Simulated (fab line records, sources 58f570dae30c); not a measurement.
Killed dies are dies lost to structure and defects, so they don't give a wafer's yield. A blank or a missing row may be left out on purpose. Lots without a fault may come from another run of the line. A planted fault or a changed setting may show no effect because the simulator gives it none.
Which tool did it? | flow berkeley_cmos170 | 14 lots, 42 wafers sampled, at 4 steps of a route of 331

WHAT THE GAUGES READ, wafer by wafer
UCB170_PWELL_TW_MEAS_17.
lot  | measured    | on            | PWELL_TW
L377 | day 2 13:52 | film_metro-04 | 379 378 378
L378 | day 2 22:01 | film_metro-04 | 377 380 378
L379 | day 3 02:04 | film_metro-03 | 383 385 384
L380 | day 3 08:51 | film_metro-02 | 380 380 380
L381 | day 3 17:32 | film_metro-03 | 385 384 385
L382 | day 4 00:17 | film_metro-03 | 379 380 380
L383 | day 4 03:48 | film_metro-04 | 377 376 379
L384 | day 4 14:51 | film_metro-02 | 383 384 383
L385 | day 4 20:01 | film_metro-04 | 376 376 376
L395 | day 6 16:08 | film_metro-04 | 374 374 376
L397 | day 7 02:53 | film_metro-04 | 376 375 377
L398 | day 7 08:10 | film_metro-02 | 381 382 379
L399 | day 7 08:26 | film_metro-02 | 380 381 382
L400 | day 7 16:37 | film_metro-04 | 377 376 376

UCB170_PVT_TW_MEAS_09.
lot  | measured     | on            | PVT_TW
L377 | day 4 18:27  | film_metro-03 | 510 509 511
L378 | day 5 11:34  | film_metro-02 | 511 512 514
L379 | day 5 11:49  | film_metro-04 | 510 510 506
L380 | day 5 15:11  | film_metro-04 | 509 506 508
L381 | day 6 08:40  | film_metro-02 | 513 512 511
L382 | day 6 08:35  | film_metro-04 | 500 503 503
L383 | day 6 08:49  | film_metro-04 | 504 503 502
L384 | day 6 14:04  | film_metro-04 | 502 503 503
L385 | day 7 07:50  | film_metro-03 | 507 510 509
L395 | day 9 10:34  | film_metro-03 | 511 510 512
L397 | day 9 21:07  | film_metro-04 | 507 507 501
L398 | day 10 03:11 | film_metro-04 | 515 510 508
L399 | day 10 03:24 | film_metro-04 | 511 510 509
L400 | day 10 06:56 | film_metro-04 | 510 509 512

WHICH TOOL RAN EACH LOT (tool, then ch and the chambers of the sampled wafers, then the start)
lot  | UCB170_NWELL_IMPLANT_14        | UCB170_PWELL_ETCH_14
L377 | implanter-04 ch 0, day 2 00:29 | rie_diel-03 ch 0,1,2, day 2 13:31
L378 | implanter-02 ch 0, day 2 07:19 | rie_diel-02 ch 0,1, day 2 21:39
L379 | implanter-04 ch 0, day 2 10:19 | rie_diel-03 ch 0,1, day 3 01:43
L380 | implanter-04 ch 0, day 2 16:44 | rie_diel-02 ch 0,1, day 3 08:28
L381 | implanter-02 ch 0, day 2 23:44 | rie_diel-02 ch 0,1,2, day 3 17:10
L382 | implanter-02 ch 0, day 3 07:32 | rie_diel-03 ch 0,1,2, day 3 23:56
L383 | implanter-02 ch 0, day 3 11:40 | rie_diel-04 ch 0,3, day 4 03:27
L384 | implanter-02 ch 0, day 3 21:24 | rie_diel-03 ch 1,2, day 4 14:29
L385 | implanter-02 ch 0, day 4 01:31 | rie_diel-04 ch 0,2,3, day 4 19:39
L395 | implanter-04 ch 0, day 6 03:26 | rie_diel-04 ch 0,2, day 6 15:46
L397 | implanter-01 ch 0, day 6 08:16 | rie_diel-04 ch 0,1,3, day 7 02:31
L398 | implanter-01 ch 0, day 6 11:32 | rie_diel-04 ch 1,2, day 7 07:49
L399 | implanter-04 ch 0, day 6 15:38 | rie_diel-03 ch 0,2,3, day 7 08:05
L400 | implanter-04 ch 0, day 6 18:16 | rie_diel-02 ch 1,2,3, day 7 16:16
- UCB170_NWELL_IMPLANT_14
- UCB170_PWELL_ETCH_14: etches Si3N4 in CH3F/Ar/O2, stops on SiO2, target depth 242 nm, time 151 s.

WHAT THE TOOLS THEMSELVES READ (means of the sampled wafers that have a number; where no wafer has one, the mark that the record gives instead)
UCB170_NWELL_IMPLANT_14.
lot  | tool         | tilt_deg (degrees)
L377 | implanter-04 | 6.979
L378 | implanter-02 | 6.994
L379 | implanter-04 | 6.985
L380 | implanter-04 | 7.018
L381 | implanter-02 | 7.047
L382 | implanter-02 | 6.967
L383 | implanter-02 | 7.004
L384 | implanter-02 | 10.741
L385 | implanter-02 | 10.718
L395 | implanter-04 | 6.993
L397 | implanter-01 | 7.026
L398 | implanter-01 | 6.997
L399 | implanter-04 | 6.995
L400 | implanter-04 | 7.031

UCB170_PWELL_ETCH_14.
lot  | tool        | chamber_pressure_mTorr (mTorr) | drypump_motor_current_A (A) | oes_product_au (a.u.) | throttle_valve_pct (%)
L377 | rie_diel-03 | 49.99                          | 6.3                         | 0.906                 | 8.14
L378 | rie_diel-02 | 50.02                          | 5.4                         | 0.930                 | 8.13
L379 | rie_diel-03 | 50.02                          | 6.4                         | 0.918                 | 8.11
L380 | rie_diel-02 | 50.01                          | 5.4                         | 0.928                 | 8.23
L381 | rie_diel-02 | 49.93                          | 5.4                         | 0.946                 | 8.06
L382 | rie_diel-03 | 49.98                          | 6.4                         | 0.924                 | 8.13
L383 | rie_diel-04 | 49.97                          | 6.3                         | 0.947                 | 8.16
L384 | rie_diel-03 | 50.00                          | 6.1                         | 0.916                 | 8.14
L385 | rie_diel-04 | 50.01                          | 6.2                         | 0.944                 | 8.11
L395 | rie_diel-04 | 50.00                          | 6.1                         | 0.927                 | 8.06
L397 | rie_diel-04 | 50.01                          | 6.2                         | 0.945                 | 8.07
L398 | rie_diel-04 | 49.95                          | 6.1                         | 0.935                 | 8.10
L399 | rie_diel-03 | 50.00                          | 6.3                         | 0.928                 | 8.09
L400 | rie_diel-02 | 50.02                          | 5.5                         | 0.947                 | 8.02

THE ANSWER, worked out from the rows above alone
Rule: what is usual is taken from the lots themselves. Put in order of their means at a reading, lots are off if they are a third of the lots or fewer, leave a main group of 4 or more, and stand apart from it by a gap of 3 or more times the standard deviation of the main group's means; of several such gaps the widest counts. A main group whose means are all the same, to the digits that the tables above print for the reading, isn't used. A lot without any number at a reading at which 4 lots or more have one is off too. The other lots that the step has rows for count as sound. The gauges are gone through in route order, then the tools' own readings, and for those a lot's mean is taken as printed above. The first step at which some lot is off is used, and at that step the reading that is off furthest; a lot without a number counts as furthest.
Off: L384, L385, at UCB170_NWELL_IMPLANT_14 (tilt_deg). The main group: mean 7.003 degrees, standard deviation 0.022.
A tool fits if, at that step or a process step before it, it ran every lot that is off, and no sound lot after the first of them. One fits: implanter-02 at UCB170_NWELL_IMPLANT_14. Its last sound lot is L383 (day 3 11:40), its first lot that is off L384 (day 3 21:24): a fault that began between those two fits.
The tool's own readings at UCB170_NWELL_IMPLANT_14 bear it out: on the lots that are off they differ by more than 5 times the standard deviation of the sound lots' means. tilt_deg reads 10.729 degrees there against 7.003 degrees on the sound lots.

WHAT THE SIMULATOR HAD PUT IN
Process parameter drift: implanter-02, from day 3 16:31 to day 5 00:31, at UCB170_NWELL_IMPLANT_14. Setting tilt_deg, moved by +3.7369, from 7. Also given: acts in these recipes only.
Lots struck among those shown: L384, L385. The rule above found the same.
